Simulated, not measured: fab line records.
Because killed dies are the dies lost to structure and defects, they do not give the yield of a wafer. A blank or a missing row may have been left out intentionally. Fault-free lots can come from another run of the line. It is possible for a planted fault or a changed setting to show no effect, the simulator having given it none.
fab line records + flow rit-cmos
[record]
- lots = 7
- wafers = 21
- last-day = 7
route steps=202 shown SILICIDE@162 CONTACT@168
lots that met no fault: from a run of the same line without faults
start-h: the number of hours between the record's first day and the start of the first shown wafer of the lot + wait-h: hours from the lot's prior step to this one + " the same as in the row above + L1.1+2: several wafers, shown together as one row + - no value, or no start given + * or withheld: withheld + < > ~ a bound
route shown NAME@n: a module of which the file shows steps, and the number in the route of the first + usual: average and standard deviation across the fault-free wafers + same: alike in all rows + chamber/n: place in a boat + sites: the reading at each site + _std_site: the standard deviation of these + _edge_site: mean of outer sites minus mean of inner sites + radius-mm: how far each site lies from the wafer's centre + mask NAME#n: copy n + behind: the last tool/chamber to shape the wafer + hold: what put the lot on hold/how long, in hours/how the hold closed + device: whichever transistor did not switch (one of n, p or np) + end of line: at the end of the route, the tests of the same wafers + for a step that has no rows: nothing shown but its recipe + killed: the dies lost at the first sort to structure and to defects; this is not the yield of the wafer + map: per-die view of a wafer (x killed, . not killed, _ where there is no die)
set.NAME: setting as actually run; set.NAME@STEP: the setting as run at that earlier step + model.NAME: the simulator's own value behind a step, which no gauge read
lots at some steps of the route; a table a step, a row a wafer
services: when a tool's chamber went out of use (start-h, in hours from the record's first day, below 0 if earlier), for how many hours, and the reason
[[steps]]
[step RIT_SILICIDE_SPUTTER_01]
[recipe]
- material = Ti
- target-thk-nm = 30
- power-w = 344.4
- chamber-pressure-pa = 0.667
- gas = Ar
- time-s = 240
- substrate-temp-c = 25
[usual]
- throttle-valve-pct = 30.3/2
| lot.wafer | tool           | chamber | start-h | wait-h | throttle-valve-pct |
|-----------|----------------|---------|---------|--------|--------------------|
| L745.1    | pvd-sputter-02 | -       | 100.85  | 0.0    | 28.8               |
| L745.2    | "              | -       | "       | "      | 29.3               |
| L745.6    | "              | -       | "       | "      | 29.1               |
| L748.1    | pvd-sputter-01 | -       | 112.40  | 0.0    | 30.7               |
| L748.5    | "              | -       | "       | "      | 29.2               |
| L748.6    | "              | -       | "       | "      | 34.0               |
| L751.1    | pvd-sputter-03 | -       | 128.06  | 0.0    | 30.3               |
| L751.2    | "              | -       | "       | "      | 29.4               |
| L751.6    | "              | -       | "       | "      | 30.5               |
| L755.2    | pvd-sputter-02 | -       | 152.06  | 0.0    | 27.4               |
| L755.3    | "              | -       | "       | "      | 30.2               |
| L755.4    | "              | -       | "       | "      | 28.7               |
| L757.2    | pvd-sputter-01 | -       | 158.03  | 0.0    | 31.7               |
| L757.5    | "              | -       | "       | "      | 28.8               |
| L757.6    | "              | -       | "       | "      | 34.3               |
| L758.1    | pvd-sputter-03 | -       | 166.04  | 0.0    | 29.3               |
| L758.3    | "              | -       | "       | "      | 30.5               |
| L758.4    | "              | -       | "       | "      | 31.9               |
| L759.1    | pvd-sputter-01 | -       | 167.55  | 0.0    | 31.6               |
| L759.4    | "              | -       | "       | "      | 30.8               |
| L759.6    | "              | -       | "       | "      | 31.7               |
[step RIT_SILICIDE_RS_MEAS_02]
[recipe]
- thk-meas-gauge = four-point-probe
- reads = Ti_of_SILICIDE_SPUTTER_01
[usual]
- SILICIDE_TI_RS = 48.8/0.91
| lot.wafer | tool          | chamber | start-h | wait-h | SILICIDE_TI_RS[ohm/sq] |
|-----------|---------------|---------|---------|--------|------------------------|
| L745.1    | film-metro-03 | -       | 101.00  | 0.1    | 48.6                   |
| L745.2    | "             | -       | "       | "      | 49.0                   |
| L745.6    | "             | -       | "       | "      | 48.7                   |
| L748.1    | film-metro-02 | -       | 112.55  | 0.1    | 48.6                   |
| L748.5    | "             | -       | "       | "      | 49.3                   |
| L748.6    | "             | -       | "       | "      | 49.2                   |
| L751.1    | film-metro-04 | -       | 128.21  | 0.1    | 49.6                   |
| L751.2    | "             | -       | "       | "      | 48.7                   |
| L751.6    | "             | -       | "       | "      | 49.2                   |
| L755.2    | film-metro-03 | -       | 152.23  | 0.1    | 48.4                   |
| L755.3    | "             | -       | "       | "      | 48.1                   |
| L755.4    | "             | -       | "       | "      | 49.2                   |
| L757.2    | film-metro-04 | -       | 158.20  | 0.1    | 49.4                   |
| L757.5    | "             | -       | "       | "      | 49.4                   |
| L757.6    | "             | -       | "       | "      | 49.3                   |
| L758.1    | film-metro-04 | -       | 166.19  | 0.1    | 48.1                   |
| L758.3    | "             | -       | "       | "      | 49.8                   |
| L758.4    | "             | -       | "       | "      | 48.1                   |
| L759.1    | film-metro-03 | -       | 167.70  | 0.1    | 49.8                   |
| L759.4    | "             | -       | "       | "      | 50.6                   |
| L759.6    | "             | -       | "       | "      | 50.4                   |
[step RIT_SILICIDE_THK_MEAS_03]
[recipe]
- thk-meas-gauge = xrf
- reads = Ti_of_SILICIDE_SPUTTER_01
[usual]
- SILICIDE_TI_THK = 29.7/0.45
| lot.wafer | tool          | chamber | start-h | wait-h | SILICIDE_TI_THK[nm] |
|-----------|---------------|---------|---------|--------|---------------------|
| L745.1    | film-metro-03 | -       | 101.12  | 0.1    | 29.9                |
| L745.2    | "             | -       | "       | "      | 29.7                |
| L745.6    | "             | -       | "       | "      | 29.9                |
| L748.1    | film-metro-02 | -       | 112.67  | 0.1    | 29.5                |
| L748.5    | "             | -       | "       | "      | 29.3                |
| L748.6    | "             | -       | "       | "      | 29.4                |
| L751.1    | film-metro-04 | -       | 128.33  | 0.1    | 29.3                |
| L751.2    | "             | -       | "       | "      | 29.8                |
| L751.6    | "             | -       | "       | "      | 29.5                |
| L755.2    | film-metro-03 | -       | 152.34  | 0.1    | 29.9                |
| L755.3    | "             | -       | "       | "      | 30.2                |
| L755.4    | "             | -       | "       | "      | 29.5                |
| L757.2    | film-metro-04 | -       | 158.31  | 0.1    | 29.3                |
| L757.5    | "             | -       | "       | "      | 29.6                |
| L757.6    | "             | -       | "       | "      | 29.6                |
| L758.1    | film-metro-04 | -       | 166.31  | 0.1    | 30.0                |
| L758.3    | "             | -       | "       | "      | 29.3                |
| L758.4    | "             | -       | "       | "      | 30.1                |
| L759.1    | film-metro-03 | -       | 167.82  | 0.1    | 29.3                |
| L759.4    | "             | -       | "       | "      | 28.8                |
| L759.6    | "             | -       | "       | "      | 29.1                |
[step RIT_SILICIDE_RTA_04]
[recipe]
- temp-c = 650
- time-s = 10
- idle-temp-c = 25
- ramp-up-s = 5
- ramp-down-s = 5
- cool-to-c = 25
- ambient = N2
[usual]
- chamber-o2-ppm = 2.002/0.022
- wafer_temp_C_max = 651.9/0.49
| lot.wafer | tool          | chamber | start-h | wait-h | chamber-o2-ppm | wafer_temp_C_max |
|-----------|---------------|---------|---------|--------|----------------|------------------|
| L745.1    | rtp-anneal-01 | 0       | 101.18  | 0.1    | 1.944          | 651.8            |
| L745.2    | "             | 0       | "       | "      | 1.993          | 651.7            |
| L745.6    | "             | 0       | "       | "      | 1.992          | 651.9            |
| L748.1    | rtp-anneal-02 | 0       | 112.73  | 0.1    | 2.016          | 651.7            |
| L748.5    | "             | 0       | "       | "      | 2.024          | 652.1            |
| L748.6    | "             | 0       | "       | "      | 1.986          | 652.2            |
| L751.1    | rtp-anneal-01 | 0       | 128.39  | 0.1    | 1.941          | 652.4            |
| L751.2    | "             | 0       | "       | "      | 2.004          | 651.3            |
| L751.6    | "             | 0       | "       | "      | 1.993          | 651.6            |
| L755.2    | rtp-anneal-02 | 0       | 152.40  | 0.1    | 1.982          | 652.1            |
| L755.3    | "             | 0       | "       | "      | 1.992          | 652.1            |
| L755.4    | "             | 0       | "       | "      | 2.014          | 651.9            |
| L757.2    | rtp-anneal-01 | 0       | 158.37  | 0.1    | 2.036          | 652.0            |
| L757.5    | "             | 0       | "       | "      | 1.994          | 651.7            |
| L757.6    | "             | 0       | "       | "      | 2.009          | 652.5            |
| L758.1    | rtp-anneal-02 | 0       | 166.37  | 0.1    | 2.008          | 652.4            |
| L758.3    | "             | 0       | "       | "      | 1.997          | 652.0            |
| L758.4    | "             | 0       | "       | "      | 1.999          | 652.0            |
| L759.1    | rtp-anneal-01 | 0       | 167.88  | 0.1    | 2.002          | 651.6            |
| L759.4    | "             | 0       | "       | "      | 2.013          | 651.8            |
| L759.6    | "             | 0       | "       | "      | 2.038          | 651.5            |
[step RIT_SILICIDE_WET_ETCH_05]
[recipe]
- chemistry = SPM
- target = Ti
- temp-c = 90
- time-s = 120
- dry = n2-spin
[step RIT_SILICIDE_RTA_06]
[recipe]
- temp-c = 750
- time-s = 10
- idle-temp-c = 25
- ramp-up-s = 5
- ramp-down-s = 10
- cool-to-c = 25
- ambient = N2
[usual]
- chamber-o2-ppm = 2.000/0.021
- wafer_temp_C_max = 752.4/0.61
| lot.wafer | tool          | chamber | start-h | wait-h | chamber-o2-ppm | wafer_temp_C_max |
|-----------|---------------|---------|---------|--------|----------------|------------------|
| L745.1    | rtp-anneal-02 | 0       | 101.29  | 0.0    | 2.020          | 752.3            |
| L745.2    | "             | 0       | "       | "      | 2.044          | 753.7            |
| L745.6    | "             | 0       | "       | "      | 2.033          | 752.5            |
| L748.1    | rtp-anneal-02 | 0       | 112.84  | 0.0    | 1.949          | 752.6            |
| L748.5    | "             | 0       | "       | "      | 1.986          | 753.6            |
| L748.6    | "             | 0       | "       | "      | 1.985          | 752.8            |
| L751.1    | rtp-anneal-02 | 0       | 128.50  | 0.0    | 1.998          | 752.8            |
| L751.2    | "             | 0       | "       | "      | 1.998          | 752.6            |
| L751.6    | "             | 0       | "       | "      | 1.967          | 753.0            |
| L755.2    | rtp-anneal-01 | 0       | 152.51  | 0.0    | 1.994          | 752.3            |
| L755.3    | "             | 0       | "       | "      | 1.990          | 751.9            |
| L755.4    | "             | 0       | "       | "      | 1.981          | 752.9            |
| L757.2    | rtp-anneal-02 | 0       | 158.48  | 0.0    | 1.997          | 753.4            |
| L757.5    | "             | 0       | "       | "      | 1.979          | 752.9            |
| L757.6    | "             | 0       | "       | "      | 1.975          | 752.9            |
| L758.1    | rtp-anneal-01 | 0       | 166.48  | 0.0    | 1.973          | 753.2            |
| L758.3    | "             | 0       | "       | "      | 2.021          | 752.2            |
| L758.4    | "             | 0       | "       | "      | 1.948          | 751.8            |
| L759.1    | rtp-anneal-02 | 0       | 167.99  | 0.0    | 2.028          | 753.5            |
| L759.4    | "             | 0       | "       | "      | 2.015          | 752.9            |
| L759.6    | "             | 0       | "       | "      | 2.009          | 751.7            |
[step RIT_CONTACT_CVD_00]
[recipe]
- material = SiO2
- target-thk-nm = 400
- precursor = TEOS
- temp-c = 390
- time-s = 61
- rf-w = 400
[usual]
- heater-power-w = 312/45
- rf-fwd-power-W = 396.7/1.6
| lot.wafer | tool     | chamber | start-h | wait-h | heater-power-w | rf-fwd-power-W |
|-----------|----------|---------|---------|--------|----------------|----------------|
| L745.1    | pecvd-04 | 1       | 101.36  | 0.1    | 301            | 397.0          |
| L745.2    | "        | 0       | "       | "      | 343            | 396.6          |
| L745.6    | "        | 2       | "       | "      | 304            | 396.7          |
| L748.1    | pecvd-04 | 1       | 112.90  | 0.1    | 313            | 395.9          |
| L748.5    | "        | 1       | "       | "      | 339            | 394.4          |
| L748.6    | "        | 2       | "       | "      | 332            | 396.1          |
| L751.1    | pecvd-04 | 2       | 128.57  | 0.1    | 334            | 397.7          |
| L751.2    | "        | 0       | "       | "      | 338            | 396.7          |
| L751.6    | "        | 1       | "       | "      | 343            | 398.0          |
| L755.2    | pecvd-01 | 2       | 152.57  | 0.0    | 337            | 397.1          |
| L755.3    | "        | 0       | "       | "      | 223            | 393.6          |
| L755.4    | "        | 2       | "       | "      | 254            | 399.0          |
| L757.2    | pecvd-04 | 2       | 158.54  | 0.0    | 280            | 399.3          |
| L757.5    | "        | 0       | "       | "      | 341            | 396.7          |
| L757.6    | "        | 2       | "       | "      | 299            | 398.8          |
| L758.1    | pecvd-02 | 1       | 166.55  | 0.1    | 308            | 396.4          |
| L758.3    | "        | 2       | "       | "      | 314            | 396.5          |
| L758.4    | "        | 1       | "       | "      | 318            | 395.0          |
| L759.1    | pecvd-01 | 1       | 168.05  | 0.1    | 278            | 398.2          |
| L759.4    | "        | 1       | "       | "      | 296            | 398.9          |
| L759.6    | "        | 0       | "       | "      | 226            | 392.6          |
[step RIT_CONTACT_THK_MEAS_01]
[recipe]
- reads = SiO2_of_CONTACT_CVD_00
[usual]
- CONTACT_TEOS_THK = 400/5.5
| lot.wafer | tool          | chamber | start-h | wait-h | CONTACT_TEOS_THK[nm] |
|-----------|---------------|---------|---------|--------|----------------------|
| L745.1    | film-metro-04 | -       | 101.41  | 0.0    | 398                  |
| L745.2    | "             | -       | "       | "      | 402                  |
| L745.6    | "             | -       | "       | "      | 401                  |
| L748.1    | film-metro-04 | -       | 112.95  | 0.0    | 401                  |
| L748.5    | "             | -       | "       | "      | 402                  |
| L748.6    | "             | -       | "       | "      | 397                  |
| L751.1    | film-metro-04 | -       | 128.62  | 0.0    | 391                  |
| L751.2    | "             | -       | "       | "      | 396                  |
| L751.6    | "             | -       | "       | "      | 404                  |
| L755.2    | film-metro-01 | -       | 152.63  | 0.0    | 396                  |
| L755.3    | "             | -       | "       | "      | 401                  |
| L755.4    | "             | -       | "       | "      | 402                  |
| L757.2    | film-metro-03 | -       | 158.60  | 0.0    | 392                  |
| L757.5    | "             | -       | "       | "      | 405                  |
| L757.6    | "             | -       | "       | "      | 393                  |
| L758.1    | film-metro-03 | -       | 166.60  | 0.0    | 394                  |
| L758.3    | "             | -       | "       | "      | 397                  |
| L758.4    | "             | -       | "       | "      | 402                  |
| L759.1    | film-metro-01 | -       | 168.10  | 0.0    | 401                  |
| L759.4    | "             | -       | "       | "      | 408                  |
| L759.6    | "             | -       | "       | "      | 413                  |
[step RIT_CONTACT_HMDS_02]
[recipe]
- prime-time-s = 60
- prime-temp-c = 140
[step RIT_CONTACT_COAT_03]
[recipe]
- resist = NOVOLAK
- spin-rpm = 3250
- resist-thk-nm = 1000
[step RIT_CONTACT_SOFTBAKE_04]
[recipe]
- resist = NOVOLAK
- temp-c = 90
- time-s = 60
[step RIT_CONTACT_EXPOSE_05]
[recipe]
- mask-id = M11
- na = 0.6
- source-shape = conventional
- sigma-outer = 0.5
- target-cd-nm = 1000
- dose-mj = 250
[step RIT_CONTACT_PEB_06]
[recipe]
- resist = NOVOLAK
- temp-c = withheld
- time-s = withheld
[usual]
- chill-plate-temp-C = *
- exhaust-pa = 45.0/0.83
| lot.wafer | tool           | chamber | start-h | wait-h | chill-plate-temp-C | exhaust-pa |
|-----------|----------------|---------|---------|--------|--------------------|------------|
| L745.1    | litho-track-04 | 0       | 102.43  | 0.2    | *                  | 44.9       |
| L745.2    | "              | 0       | "       | "      | *                  | 43.9       |
| L745.6    | "              | 0       | "       | "      | *                  | 46.3       |
| L748.1    | litho-track-04 | 0       | 113.66  | 0.1    | *                  | 46.7       |
| L748.5    | "              | 0       | "       | "      | *                  | 43.2       |
| L748.6    | "              | 0       | "       | "      | *                  | 44.5       |
| L751.1    | litho-track-02 | 0       | 129.37  | 0.1    | *                  | 46.0       |
| L751.2    | "              | 0       | "       | "      | *                  | 46.7       |
| L751.6    | "              | 0       | "       | "      | *                  | 45.0       |
| L755.2    | litho-track-03 | -       | 153.39  | 0.1    | -                  | -          |
| L755.3    | "              | -       | "       | "      | -                  | -          |
| L755.4    | "              | -       | "       | "      | -                  | -          |
| L757.2    | litho-track-04 | -       | 159.49  | 0.1    | -                  | -          |
| L757.5    | "              | -       | "       | "      | -                  | -          |
| L757.6    | "              | -       | "       | "      | -                  | -          |
| L758.1    | litho-track-02 | -       | 167.23  | 0.1    | -                  | -          |
| L758.3    | "              | -       | "       | "      | -                  | -          |
| L758.4    | "              | -       | "       | "      | -                  | -          |
| L759.1    | litho-track-04 | 0       | 168.85  | 0.1    | *                  | 45.0       |
| L759.4    | "              | 0       | "       | "      | *                  | 43.5       |
| L759.6    | "              | 0       | "       | "      | *                  | 45.5       |
[step RIT_CONTACT_DEVELOP_07]
[recipe]
- resist = NOVOLAK
- develop-time-s = 120
- dev-temp-c = 23.7
[[services]]
| tool           | chamber | start-h | hours | kind        |
|----------------|---------|---------|-------|-------------|
| pvd-sputter-01 | -       | 82.07   | 3.4   | repair      |
| rtp-anneal-01  | -       | 112.33  | 4.4   | pm          |
| pecvd-02       | 0       | 120.30  | 10.8  | repair      |
| pvd-sputter-03 | -       | 147.63  | 5.5   | repair      |
| pecvd-02       | -       | 155.22  | 2.0   | repair      |
| pecvd-01       | 2       | 160.34  | -     | calibration |
[[key]]
[first-sign]
- step = RIT_CONTACT_PEB_06
- reading = tool-record
- direction = missing
effect none on later readings
met-at RIT_CONTACT_PEB_06
struck-wafers L755.2,L755.3,L755.4,L757.2,L757.5,L757.6,L758.1,L758.3,L758.4
sort-left-out L755.2,L755.3,L755.4,L757.2,L757.5,L757.6,L758.1,L758.3,L758.4
tester-left-out L755,L757,L758
onset-between 129.37 153.39
[fault]
- kind = skipped-step-whole
- tool = litho-track-02,litho-track-03,litho-track-04
- chamber = -
- onset-h = 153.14
- steps = RIT_CONTACT_PEB_06
- scope = struck-lots-only
// tester-left-out: of these lots the tester's yield and bins aren't shown, on N5 and GAA mostly nor the transistor test; their killed dies are dies lost to structure and defects alone, not to doping, threshold or leakage, so they don't give the yield
// sort-left-out: the simulated sort isn't trusted on such a fault, so these wafers' sort isn't shown, and their yield isn't known
